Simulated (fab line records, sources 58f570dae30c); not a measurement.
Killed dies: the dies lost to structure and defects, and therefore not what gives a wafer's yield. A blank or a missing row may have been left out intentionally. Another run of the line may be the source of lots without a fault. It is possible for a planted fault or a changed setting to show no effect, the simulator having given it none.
The same fault as seen by 2 desks -- flow berkeley-cmos170 -- each desk has only its own numbers; what lay behind them comes last

## METROLOGY DESK
Lot by lot, what the gauges showed, no matter which tool ran the lot: averages of those sampled wafers that carry a number. Any lot whose mean is over 4 standard deviations away from the usual mean is out of limits and marked OUT; that distance is given in the brackets.
Columns: A = FIELD_OXIDE_THK at UCB170_FIELD_THK_MEAS_02, usual 559 nm; B = NVT_OVL at UCB170_NVT_OVL_MEAS_06, usual 3 nm; C = GATE_POLY_THK at UCB170_GATE_THK_MEAS_05, usual 214.0 nm; D = cd-nm at UCB170_GATE_CD_MEAS_12, usual 350.3 nm
lot,first seen here,A,B,C,D
L579,day 4 11:06,561,2,213.1,348.9
L580,day 4 22:12,566,9,212.9,349.4
L581,day 5 11:57,550,7,215.2,350.7
L587,day 6 14:33,555,5,215.3,344.0 (-5.3) OUT
L588,day 6 14:33,556,0,213.5,344.3 (-5.0) OUT
L592,day 7 06:21,545,5,212.9,345.2 (-4.3) OUT
L595,day 8 08:37,562,1,213.2,350.7
L597,day 8 13:46,564,1,210.0,350.5
L596,day 8 13:47,545,9,211.5,352.6
L598,day 8 23:42,565,5,213.4,351.5
L599,day 9 07:02,566,5,213.8,349.7
L601,day 9 07:03,564,4,212.1,348.2
Finding of this desk: L587, L588, L592 out of limits; the first was L588 at day 8 06:35, on cd-nm at UCB170_GATE_CD_MEAS_12. In limits: L579, L580, L581, L595, L597, L596, L598, L599, L601.

## THE TOOL OWNER'S DESK: litho-track-03
The tool's own readings at UCB170_GATE_PEB_10: means of the sampled wafers that have a number, for each lot that ran on this tool. Any lot whose mean is over 4 standard deviations away from the usual mean is out of limits and marked OUT; that distance is given in the brackets.
Columns: A = heater-power-total-W at UCB170_GATE_PEB_10, usual 56.79 W; B = plate-temp-C at UCB170_GATE_PEB_10, usual 130.01 C
lot,first seen here,A,B
L588,day 8 06:19,57.29 (+10) OUT,131.01 (+7.2) OUT
L587,day 8 06:36,57.32 (+11) OUT,130.98 (+7.0) OUT
L592,day 8 22:51,57.34 (+11) OUT,130.81 (+5.7) OUT
Finding of this desk: L587, L588, L592 out of limits; the first was L588 at day 8 06:19, on heater-power-total-W at UCB170_GATE_PEB_10. In limits: none.

## ALL TOGETHER
At day 8 06:19, on L587, L588, L592, the tool owner's desk was in a position to raise an alarm.
On L587, L588, L592, the metrology desk was in a position to raise an alarm at day 8 06:35.
The lots listed all ran UCB170_GATE_PEB_10 on litho-track-03.

## WHAT HAD BEEN PUT IN BY THE SIMULATOR
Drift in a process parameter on litho-track-03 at UCB170_GATE_PEB_10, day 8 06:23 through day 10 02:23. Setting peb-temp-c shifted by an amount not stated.
Struck lots among those shown: L587, L588, L592.
